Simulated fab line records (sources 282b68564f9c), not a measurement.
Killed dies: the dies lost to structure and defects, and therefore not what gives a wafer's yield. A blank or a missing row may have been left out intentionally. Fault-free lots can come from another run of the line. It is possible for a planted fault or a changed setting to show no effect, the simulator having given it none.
The tool behind it: which one? -- flow rit_cmos -- at 1 step of a route of 202, 6 lots with 18 wafers sampled

WHAT THE GAUGES READ, wafer by wafer
RIT_WELLDRIVE_RS_MEAS_02: uses a four-point probe to measure.
lot,measured,on,PWELL_RS (ohm/sq)
L294,day 2 14:46,film_metro-01,427.0 428.8 429.6
L298,day 3 11:27,film_metro-01,426.9 426.6 427.9
L301,day 4 00:59,film_metro-01,428.8 428.5 429.1
L307,day 5 07:04,film_metro-02,430.2 431.0 429.5
L310,day 5 22:54,film_metro-01,428.9 427.8 428.9
L313,day 6 13:37,film_metro-01,430.8 430.2 430.3

EACH LOT AND THE TOOL THAT RAN IT (in order: tool; ch and the chambers of the sampled wafers; start)
The record holds no process step before these readings.

THE ANSWER, worked out from the rows above alone
Rule: usual is defined by the lots themselves. The widest of any qualifying gaps counts: lots, ordered by their means at a reading, are off when they make up no more than a third of the lots, leave a main group of 4 or more, and stand apart from it by 3 or more times the standard deviation of that group's means. Not used: any main group whose means are identical at the precision the tables above print for the reading. A lot without any number at a reading at which 4 lots or more have one is off too. Any other lot the step has rows for is counted as sound.
No lot is off at any reading shown: from this, nothing can be told.

WHAT HAD BEEN PUT IN BY THE SIMULATOR
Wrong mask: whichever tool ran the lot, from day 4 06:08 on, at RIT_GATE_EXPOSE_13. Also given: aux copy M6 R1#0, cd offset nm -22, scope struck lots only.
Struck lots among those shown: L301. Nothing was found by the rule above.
